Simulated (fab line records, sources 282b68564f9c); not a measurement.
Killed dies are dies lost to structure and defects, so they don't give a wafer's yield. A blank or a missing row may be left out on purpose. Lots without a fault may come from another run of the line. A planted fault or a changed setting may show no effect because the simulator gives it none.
fab line records | flow rit_cmos
record lots=13 wafers=39 last_day=19
route steps=202 shown NRETRO@62 PRETRO@73 GATE@83 M1@202
lots that met no fault: from a run of the same line without faults
start_h: hours from the record's first day to the start of the lot's first wafer shown | wait_h: hours since the lot's step before | " the same as in the row above | L1.1+2: a row that stands for several wafers | - no value, or no start given | * or withheld: withheld | < > ~ a bound
route shown NAME@n: a module of which the file shows steps, and the number in the route of the first | usual: mean/standard deviation of fault-free wafers | same: alike in all rows | chamber/n: place in a boat | sites: the reading at each site | _std_site: their standard deviation | _edge_site: outer sites' mean less inner sites' | radius_mm: how far each site lies from the wafer's centre | mask NAME#n: copy n | behind: the tool/chamber that last shaped the wafer | hold: why the lot was held/for how many hours/how that ended | device: the transistor (n, p or np) that didn't switch | end of line: the same wafers' tests at the end of the route | a step without rows: its recipe alone | killed: dies lost to structure and defects at the first sort, not the wafer's yield | map: a wafer's dies, x killed, . not, _ none there
set.NAME: the setting as run; set.NAME@STEP: as run at that earlier step | model.NAME: the simulator's own value behind a step, which no gauge read
steps of the route over a sample of lots; a table a step, a row a wafer
services: from which hour (start_h, from the record's first day; less than 0 if before it) a tool's chamber was out of use, for how many hours, and why
## steps
# step RIT_NRETRO_STRIP_09
# recipe chemistry=O2 time_s=180 resist=NOVOLAK platen_temp_c=withheld power_w=500 pressure_mtorr=4000 o2_flow_sccm=4000
# usual drypump_motor_current_A=6.2/0.36
# columns lot.wafer tool chamber start_h wait_h drypump_motor_current_A rf_hours_counter_h
L910.1 plasma_asher-02 0 31.51 0.1 5.7 34
L910.2 " 1 " " 5.9 34
L910.5 " 1 " " 5.9 -
L912.2 plasma_asher-02 1 42.06 0.1 5.8 35
L912.4 " 0 " " 5.7 -
L912.6 " 1 " " 5.8 -
L913.1 plasma_asher-04 0 46.80 0.1 6.1 26
L913.2 " 1 " " 6.2 26
L913.6 " 0 " " 6.0 -
L914.1 plasma_asher-03 1 51.24 0.1 6.3 42
L914.2 " 0 " " 6.8 42
L914.5 " 0 " " 6.8 -
L915.1 plasma_asher-03 0 55.60 0.1 6.8 43
L915.4 " 1 " " 6.3 -
L915.5 " 1 " " 6.3 -
L917.2 plasma_asher-04 1 70.99 0.1 6.2 28
L917.5 " 0 " " 6.0 -
L917.6 " 1 " " 6.2 -
L925.2 plasma_asher-04 1 112.69 0.1 6.2 32
L925.4 " 0 " " 6.0 -
L925.6 " 0 " " 6.0 -
L927.1 plasma_asher-04 0 117.53 0.1 6.0 33
L927.2 " 1 " " 6.2 33
L927.3 " 1 " " 6.2 -
L928.2 plasma_asher-04 0 125.64 0.1 6.0 34
L928.3 " 0 " " 6.0 -
L928.6 " 0 " " 6.0 -
L930.4 plasma_asher-04 0 132.94 0.1 6.0 -
L930.5 " 1 " " 6.2 -
L930.6 " 0 " " 6.0 -
L931.2 plasma_asher-03 1 137.91 0.1 6.3 51
L931.3 " 1 " " 6.3 -
L931.6 " 1 " " 6.3 -
L933.2 plasma_asher-02 1 145.42 0.1 5.9 45
L933.5 " 0 " " 5.6 -
L933.6 " 1 " " 5.9 -
L932.2 plasma_asher-03 1 418.98 0.1 6.3 78
L932.4 " 0 " " 6.8 -
L932.5 " 0 " " 6.8 -
# step RIT_PRETRO_STRIP_09
# recipe chemistry=O2 time_s=180 resist=NOVOLAK platen_temp_c=withheld power_w=500 pressure_mtorr=4000 o2_flow_sccm=4000
# usual drypump_motor_current_A=6.2/0.35
# columns lot.wafer tool chamber start_h wait_h drypump_motor_current_A rf_hours_counter_h
L910.1 plasma_asher-03 0 33.18 0.1 6.8 40
L910.2 " 1 " " 6.3 40
L910.5 " 1 " " 6.3 -
L912.2 plasma_asher-04 1 43.61 0.1 6.2 26
L912.4 " 1 " " 6.2 -
L912.6 " 1 " " 6.2 -
L913.1 plasma_asher-04 1 48.35 0.1 6.2 26
L913.2 " 0 " " 6.0 26
L913.6 " 0 " " 6.0 -
L914.1 plasma_asher-03 1 52.79 0.1 6.3 43
L914.2 " 0 " " 6.8 43
L914.5 " 0 " " 6.8 -
L915.1 plasma_asher-04 0 57.22 0.1 6.0 27
L915.4 " 0 " " 6.0 -
L915.5 " 0 " " 6.0 -
L917.2 plasma_asher-04 0 72.73 0.1 6.0 28
L917.5 " 1 " " 6.2 -
L917.6 " 0 " " 6.0 -
L925.2 plasma_asher-04 1 114.24 0.1 6.2 32
L925.4 " 0 " " 6.0 -
L925.6 " 0 " " 6.0 -
L927.1 plasma_asher-01 1 119.25 0.1 6.4 0
L927.2 " 0 " " 5.7 0
L927.3 " 1 " " 6.4 -
L928.2 plasma_asher-01 1 127.19 0.1 6.4 1
L928.3 " 1 " " 6.4 -
L928.6 " 0 " " 5.7 -
L930.4 plasma_asher-04 0 134.53 0.1 6.0 -
L930.5 " 0 " " 6.1 -
L930.6 " 1 " " 6.2 -
L931.2 plasma_asher-04 0 139.73 0.1 6.0 36
L931.3 " 0 " " 6.0 -
L931.6 " 1 " " 6.2 -
L933.2 plasma_asher-03 0 147.35 0.1 6.8 52
L933.5 " 1 " " 6.3 -
L933.6 " 0 " " 6.8 -
L932.2 plasma_asher-01 0 420.87 0.1 5.6 31
L932.4 " 0 " " 5.6 -
L932.5 " 1 " " 6.4 -
# step RIT_GATE_THK_MEAS_07
# recipe reads=SiO2_of_GATE_OXIDATION_05
# usual GATE_OXIDE_THK=2.98/0.051
# columns lot.wafer tool chamber start_h wait_h GATE_OXIDE_THK[nm]
L910.1 film_metro-01 - 35.22 0.0 3.00
L910.2 " - " " 2.95
L910.5 " - " " 3.07
L912.2 film_metro-02 - 47.66 0.0 3.02
L912.4 " - " " 2.96
L912.6 " - " " 3.03
L913.1 film_metro-02 - 54.96 0.0 3.02
L913.2 " - " " 2.96
L913.6 " - " " 3.00
L914.1 film_metro-01 - 62.14 0.0 2.87
L914.2 " - " " 2.93
L914.5 " - " " 2.91
L915.1 film_metro-02 - 64.47 0.0 2.89
L915.4 " - " " 2.97
L915.5 " - " " 2.92
L917.2 film_metro-02 - 77.37 0.0 3.01
L917.5 " - " " 3.01
L917.6 " - " " 3.08
L925.2 film_metro-01 - 116.38 0.0 3.00
L925.4 " - " " 3.02
L925.6 " - " " 3.05
L927.1 film_metro-01 - 123.34 0.0 2.94
L927.2 " - " " 2.94
L927.3 " - " " 2.98
L928.2 film_metro-03 - 131.02 0.0 2.96
L928.3 " - " " 3.03
L928.6 " - " " 3.03
L930.4 film_metro-03 - 137.67 0.0 2.96
L930.5 " - " " 2.98
L930.6 " - " " 2.97
L931.2 film_metro-01 - 144.00 0.0 2.93
L931.3 " - " " 3.04
L931.6 " - " " 3.00
L933.2 film_metro-03 - 150.46 0.0 2.94
L933.5 " - " " 2.95
L933.6 " - " " 3.07
L932.2 film_metro-01 - 422.95 0.0 2.99
L932.4 " - " " 3.00
L932.5 " - " " 2.96
# step RIT_GATE_EXPOSE_13
# recipe mask_id=M6 na=0.6 source_shape=conventional sigma_outer=0.6 target_cd_nm=150 dose_mj=380
# usual stage_vel_mm_s=499.97/0.27
# columns lot.wafer tool chamber start_h wait_h mask stage_vel_mm_s
L910.1 iline_stepper-01 0 37.53 0.2 M6#0 499.61
L910.2 " 0 " " M6#0 500.07
L910.5 " 0 " " M6#0 499.58
L912.2 iline_stepper-01 0 49.98 0.2 M6#0 500.28
L912.4 " 0 " " M6#0 499.97
L912.6 " 0 " " M6#0 499.47
L913.1 iline_stepper-02 0 57.27 0.2 M6#0 499.87
L913.2 " 0 " " M6#0 500.29
L913.6 " 0 " " M6#0 499.76
L914.1 iline_stepper-01 0 66.96 0.2 M6#0 499.65
L914.2 " 0 " " M6#0 499.86
L914.5 " 0 " " M6#0 500.06
L915.1 iline_stepper-01 0 68.46 0.1 M6#0 499.66
L915.4 " 0 " " M6#0 499.88
L915.5 " 0 " " M6#0 499.96
L917.2 iline_stepper-01 0 79.56 0.1 M6_R1#0 499.50
L917.5 " 0 " " M6_R1#0 499.32
L917.6 " 0 " " M6_R1#0 499.78
L925.2 iline_stepper-01 0 119.43 0.2 M6#0 500.24
L925.4 " 0 " " M6#0 500.02
L925.6 " 0 " " M6#0 500.10
L927.1 iline_stepper-01 0 126.70 0.3 M6#0 500.03
L927.2 " 0 " " M6#0 500.18
L927.3 " 0 " " M6#0 500.17
L928.2 iline_stepper-02 0 133.34 0.2 M6#0 500.23
L928.3 " 0 " " M6#0 500.20
L928.6 " 0 " " M6#0 500.01
L930.4 iline_stepper-01 0 139.94 0.1 M6#0 500.15
L930.5 " 0 " " M6#0 500.23
L930.6 " 0 " " M6#0 499.91
L931.2 iline_stepper-02 0 147.46 0.2 M6#0 499.97
L931.3 " 0 " " M6#0 500.18
L931.6 " 0 " " M6#0 500.21
L933.2 iline_stepper-02 0 152.66 0.1 M6#0 500.04
L933.5 " 0 " " M6#0 499.93
L933.6 " 0 " " M6#0 499.65
L932.2 iline_stepper-01 0 426.99 0.1 M6#0 499.91
L932.4 " 0 " " M6#0 500.04
L932.5 " 0 " " M6#0 499.86
# step RIT_GATE_CD_MEAS_16
# recipe target_cd_nm=150
# usual cd_nm=149.3/2.5
# columns lot.wafer tool chamber start_h wait_h hold cd_nm
L910.1 cd_sem-01 - 37.93 - - 150.6
L910.2 " - " " - 155.2
L910.5 " - " " - 156.6
L912.2 cd_sem-01 - 50.52 - - 148.9
L912.4 " - " " - 151.2
L912.6 " - " " - 151.1
L913.1 cd_sem-01 - 57.67 - - 145.8
L913.2 " - " " - 147.9
L913.6 " - " " - 146.0
L914.1 cd_sem-01 - 67.36 - - 144.2
L914.2 " - " " - 145.0
L914.5 " - " " - 149.2
L915.1 cd_sem-01 - 68.86 - - 146.7
L915.4 " - " " - 147.5
L915.5 " - " " - 147.3
L917.2 cd_sem-01 - 79.96 - await_dispo/0.2h/release 162.1
L917.5 " - " " await_dispo/0.2h/release 161.0
L917.6 " - " " await_dispo/0.2h/release 162.7
L917.2 cd_sem-01 - 80.25 0.3 - 162.7
L917.5 " - " " - 161.6
L917.6 " - " " - 162.9
L925.2 cd_sem-01 - 119.83 - - 149.2
L925.4 " - " " - 150.0
L925.6 " - " " - 148.3
L927.1 cd_sem-02 - 127.10 - - 149.2
L927.2 " - " " - 150.4
L927.3 " - " " - 149.3
L928.2 cd_sem-01 - 133.74 - - 148.5
L928.3 " - " " - 148.3
L928.6 " - " " - 151.4
L930.4 cd_sem-02 - 140.34 - - 147.6
L930.5 " - " " - 146.4
L930.6 " - " " - 148.9
L931.2 cd_sem-02 - 147.86 - - 152.2
L931.3 " - " " - 151.7
L931.6 " - " " - 151.3
L933.2 cd_sem-02 - 153.06 - - 149.6
L933.5 " - " " - 149.6
L933.6 " - " " - 148.5
L932.2 cd_sem-02 - 427.39 - - 149.2
L932.4 " - " " - 149.8
L932.5 " - " " - 148.1
# step RIT_M1_PROBE_99
# usual killed_at_contacts=0.1/0.27 killed_at_front_end=6/3 killed_dies=7/3 killed_open=3.1/2 killed_short=3.4/2
# same gross_dies=264 killed_at_M0_to_M3=0 killed_at_M4_up=0 killed_at_back_side=0 killed_at_other=0
# columns lot.wafer tool chamber start_h wait_h killed_at_contacts killed_at_front_end killed_dies killed_open killed_short
L910.1 prober-01 - 58.68 0.1 1 10 11 5 6
L910.2 prober-01 - 58.73 0.1 0 6 6 5 1
L910.5 prober-01 - 58.88 0.2 1 8 9 6 3
L912.2 prober-01 - 75.06 0.1 0 6 6 4 2
L912.4 prober-01 - 75.16 0.2 1 7 8 2 6
L912.6 prober-01 - 75.26 0.2 0 6 6 3 3
L913.1 prober-02 - 81.44 0.1 0 6 6 5 1
L913.2 prober-02 - 81.49 0.1 0 12 12 4 8
L913.6 prober-02 - 81.69 0.2 0 4 4 1 3
L914.1 prober-01 - 88.14 0.1 0 8 8 6 2
L914.2 prober-01 - 88.19 0.1 0 4 4 2 2
L914.5 prober-01 - 88.34 0.2 0 5 5 2 3
L915.1 prober-02 - 89.64 0.1 0 4 4 0 4
L915.4 prober-02 - 89.79 0.2 0 5 5 3 2
L915.5 prober-02 - 89.84 0.2 0 6 6 2 4
L917.2 prober-02 - 107.38 0.1 0 4 4 3 1
L917.5 prober-02 - 107.53 0.2 1 4 5 2 3
L917.6 prober-02 - 107.58 0.2 0 4 4 1 3
L925.2 prober-02 - 140.76 0.1 0 12 12 7 5
L925.4 prober-02 - 140.86 0.2 0 8 8 4 4
L925.6 prober-02 - 140.96 0.2 0 6 6 4 2
L927.1 prober-01 - 148.85 0.1 0 9 9 6 3
L927.2 prober-01 - 148.90 0.1 0 9 9 4 5
L927.3 prober-01 - 148.95 0.2 0 10 10 3 7
L928.2 prober-01 - 154.15 0.1 0 3 3 1 2
L928.3 prober-01 - 154.20 0.2 0 10 10 6 4
L928.6 prober-01 - 154.35 0.2 0 5 5 3 2
L930.4 prober-01 - 163.41 0.2 0 5 5 4 1
L930.5 prober-01 - 163.46 0.2 0 10 10 6 4
L930.6 prober-01 - 163.51 0.2 0 9 9 5 4
L931.2 prober-02 - 168.26 0.1 0 2 2 1 1
L931.3 prober-02 - 168.31 0.2 0 3 3 1 2
L931.6 prober-02 - 168.46 0.2 0 5 5 2 3
L933.2 prober-01 - 173.56 0.1 0 11 11 7 4
L933.5 prober-01 - 173.71 0.2 0 5 5 3 2
L933.6 prober-01 - 173.76 0.2 0 8 8 4 4
L932.2 prober-01 - 450.05 0.1 0 11 11 6 5
L932.4 prober-01 - 450.15 0.2 0 6 6 3 3
L932.5 prober-01 - 450.20 0.2 0 9 9 4 5
# killed by level:class
L910.1 GATE:geometric_particle:short=4 GATE:geometric_particle:open=2 SPACER:geometric_particle:open=2 FOX2:geometric_particle:short=1 SILICIDE:geometric_particle:short=1 CONTACT:geometric_particle:open=1
L910.2 GATE:geometric_particle:open=3 FOX1:geometric_particle:short=1 FOX1:geometric_particle:open=1 FOX2:geometric_particle:open=1
L910.5 FOX2:geometric_particle:open=2 GATE:geometric_particle:short=2 GATE:geometric_particle:open=2 FOX1:geometric_particle:open=1 SPACER:geometric_particle:short=1 CONTACT:geometric_particle:open=1
L912.2 GATE:geometric_particle:open=2 FOX1:geometric_particle:open=1 REOX:geometric_particle:short=1 SPACER:geometric_particle:short=1 SILICIDE:geometric_particle:open=1
L912.4 REOX:geometric_particle:short=3 SPACER:geometric_particle:short=2 CONTACT:geometric_particle:short=1 REOX:geometric_particle:open=1 SILICIDE:geometric_particle:open=1
L912.6 GATE:geometric_particle:short=2 GATE:geometric_particle:open=1 SPACER:geometric_particle:open=1 REOX:geometric_particle:open=1 SPACER:geometric_particle:short=1
L913.1 GATE:geometric_particle:open=3 GATE:geometric_particle:short=1 REOX:geometric_particle:open=1 SPACER:geometric_particle:open=1
L913.2 GATE:geometric_particle:short=6 GATE:geometric_particle:open=4 REOX:geometric_particle:short=1 SPACER:geometric_particle:short=1
L913.6 GATE:geometric_particle:short=2 FOX1:geometric_particle:open=1 SILICIDE:geometric_particle:short=1
L914.1 FOX2:geometric_particle:open=2 SPACER:geometric_particle:open=2 FOX1:geometric_particle:open=1 GATE:geometric_particle:open=1 SPACER:geometric_particle:short=1 SILICIDE:geometric_particle:short=1
L914.2 FOX2:geometric_particle:open=1 GATE:geometric_particle:short=1 SPACER:geometric_particle:short=1 SILICIDE:geometric_particle:open=1
L914.5 FOX2:geometric_particle:short=2 GATE:geometric_particle:open=1 SILICIDE:geometric_particle:open=1 SILICIDE:geometric_particle:short=1
L915.1 SILICIDE:geometric_particle:short=2 FOX2:geometric_particle:short=1 SPACER:geometric_particle:short=1
L915.4 FOX2:geometric_particle:open=1 GATE:geometric_particle:open=1 REOX:geometric_particle:short=1 SPACER:geometric_particle:open=1 SPACER:geometric_particle:short=1
L915.5 SPACER:geometric_particle:short=2 FOX1:geometric_particle:short=1 GATE:geometric_particle:short=1 REOX:geometric_particle:open=1 SPACER:geometric_particle:open=1
L917.2 FOX2:geometric_particle:open=1 GATE:geometric_particle:open=1 GATE:geometric_particle:short=1 SILICIDE:geometric_particle:open=1
L917.5 SPACER:geometric_particle:short=2 GATE:geometric_particle:short=1 SILICIDE:geometric_particle:open=1 CONTACT:geometric_particle:open=1
L917.6 ACTIVE:geometric_particle:short=1 FOX1:geometric_particle:short=1 SPACER:geometric_particle:open=1 SILICIDE:geometric_particle:short=1
L925.2 GATE:geometric_particle:open=3 FOX1:geometric_particle:open=2 GATE:geometric_particle:short=2 REOX:geometric_particle:short=2 FOX2:geometric_particle:open=1 REOX:geometric_particle:open=1 SPACER:geometric_particle:short=1
L925.4 GATE:geometric_particle:short=2 REOX:geometric_particle:short=2 FOX1:geometric_particle:open=1 GATE:geometric_particle:open=1 REOX:geometric_particle:open=1 SPACER:geometric_particle:open=1
L925.6 FOX1:geometric_particle:open=1 GATE:geometric_particle:open=1 GATE:geometric_particle:short=1 REOX:geometric_particle:short=1 SPACER:geometric_particle:open=1 SILICIDE:geometric_particle:open=1
L927.1 FOX1:geometric_particle:open=3 GATE:geometric_particle:short=2 FOX2:geometric_particle:short=1 GATE:geometric_particle:open=1 SPACER:geometric_particle:open=1 SILICIDE:geometric_particle:open=1
L927.2 GATE:geometric_particle:short=3 GATE:geometric_particle:open=2 FOX1:geometric_particle:short=1 REOX:geometric_particle:open=1 SPACER:geometric_particle:open=1 SILICIDE:geometric_particle:short=1
L927.3 GATE:geometric_particle:short=3 FOX1:geometric_particle:short=2 GATE:geometric_particle:open=2 FOX1:geometric_particle:open=1 FOX2:geometric_particle:short=1 REOX:geometric_particle:short=1
L928.2 FOX1:geometric_particle:open=1 GATE:geometric_particle:short=1 SPACER:geometric_particle:short=1
L928.3 SPACER:geometric_particle:open=3 GATE:geometric_particle:short=2 REOX:geometric_particle:open=2 SPACER:geometric_particle:short=2 GATE:geometric_particle:open=1
L928.6 FOX1:geometric_particle:short=1 FOX2:geometric_particle:open=1 GATE:geometric_particle:open=1 SPACER:geometric_particle:short=1 SPACER:geometric_particle:open=1
L930.4 FOX1:geometric_particle:open=1 GATE:geometric_particle:open=1 GATE:geometric_particle:short=1 REOX:geometric_particle:open=1 SILICIDE:geometric_particle:open=1
L930.5 GATE:geometric_particle:short=2 GATE:geometric_particle:open=2 REOX:geometric_particle:open=2 SILICIDE:geometric_particle:open=2 REOX:geometric_particle:short=1 SILICIDE:geometric_particle:short=1
L930.6 FOX2:geometric_particle:open=2 GATE:geometric_particle:short=2 SILICIDE:geometric_particle:open=2 FOX1:geometric_particle:short=1 FOX2:geometric_particle:short=1 GATE:geometric_particle:open=1
L931.2 FOX2:geometric_particle:open=1 SPACER:geometric_particle:short=1
L931.3 REOX:geometric_particle:short=1 SPACER:geometric_particle:short=1 SPACER:geometric_particle:open=1
L931.6 SPACER:geometric_particle:short=2 GATE:geometric_particle:short=1 GATE:geometric_particle:open=1 SILICIDE:geometric_particle:open=1
L933.2 GATE:geometric_particle:open=4 GATE:geometric_particle:short=3 FOX2:geometric_particle:open=1 REOX:geometric_particle:short=1 REOX:geometric_particle:open=1 SPACER:geometric_particle:open=1
L933.5 REOX:geometric_particle:short=2 FOX2:geometric_particle:open=1 GATE:geometric_particle:open=1 REOX:geometric_particle:open=1
L933.6 GATE:geometric_particle:short=2 GATE:geometric_particle:open=2 REOX:geometric_particle:open=2 REOX:geometric_particle:short=1 SILICIDE:geometric_particle:short=1
L932.2 GATE:geometric_particle:open=3 FOX2:geometric_particle:short=2 FOX2:geometric_particle:open=2 FOX1:geometric_particle:short=1 GATE:geometric_particle:short=1 SPACER:geometric_particle:short=1 SILICIDE:geometric_particle:open=1
L932.4 FOX2:geometric_particle:open=2 ACTIVE:geometric_particle:short=1 FOX1:geometric_particle:open=1 FOX1:geometric_particle:short=1 SILICIDE:geometric_particle:short=1
L932.5 GATE:geometric_particle:short=3 REOX:geometric_particle:short=2 ACTIVE:geometric_particle:open=1 FOX1:geometric_particle:open=1 REOX:geometric_particle:open=1 SPACER:geometric_particle:open=1
## services
# columns tool chamber start_h hours kind
iline_stepper-02 - 11.90 4.4 pm
plasma_asher-01 - 15.18 0.6 repair
plasma_asher-02 - 26.21 1.6 repair
iline_stepper-01 - 26.57 0.5 repair
plasma_asher-03 - 56.59 2.4 repair
iline_stepper-01 - 60.11 1.7 pm
iline_stepper-02 - 70.32 1.7 pm
iline_stepper-02 - 89.21 3.4 repair
plasma_asher-02 - 105.02 4.3 repair
plasma_asher-01 - 108.75 9.0 pm
plasma_asher-02 - 135.24 0.7 repair
plasma_asher-04 - 162.32 2.8 pm
iline_stepper-02 - 224.47 0.6 repair
plasma_asher-01 - 260.83 2.8 pm
iline_stepper-01 - 278.29 1.7 pm
plasma_asher-01 - 279.26 0.9 repair
iline_stepper-02 - 288.50 1.7 pm
iline_stepper-02 - 305.09 8.9 pm
iline_stepper-02 - 313.98 2.1 pm
iline_stepper-02 - 316.06 - consumable_replace:lamp
iline_stepper-02 - 321.78 2.1 repair
plasma_asher-03 - 373.70 14.6 pm
plasma_asher-02 - 420.17 1.0 repair
plasma_asher-02 - 421.25 9.0 pm
## key
first_sign step=RIT_GATE_EXPOSE_13 reading=mask direction=changed
effect step=RIT_GATE_CD_MEAS_16 reading=visit direction=added
effect step=RIT_GATE_CD_MEAS_16 reading=cd_nm direction=up sigmas=5.1 usual=149.3 struck=161.9
met_at RIT_GATE_EXPOSE_13
struck_lots L917
tester_left_out L917
not_acting_at RIT_NRETRO_STRIP_09,RIT_PRETRO_STRIP_09,RIT_GATE_THK_MEAS_07
onset_between 68.46 79.56
fault kind=wrong_mask tool=any chamber=- onset_h=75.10 steps=RIT_GATE_EXPOSE_13 aux_copy=M6_R1#0 cd_offset_nm=15 scope=struck_lots_only
# tester_left_out: of these lots the tester's yield and bins aren't shown, on N5 and GAA mostly nor the transistor test; their killed dies are dies lost to structure and defects alone, not to doping, threshold or leakage, so they don't give the yield
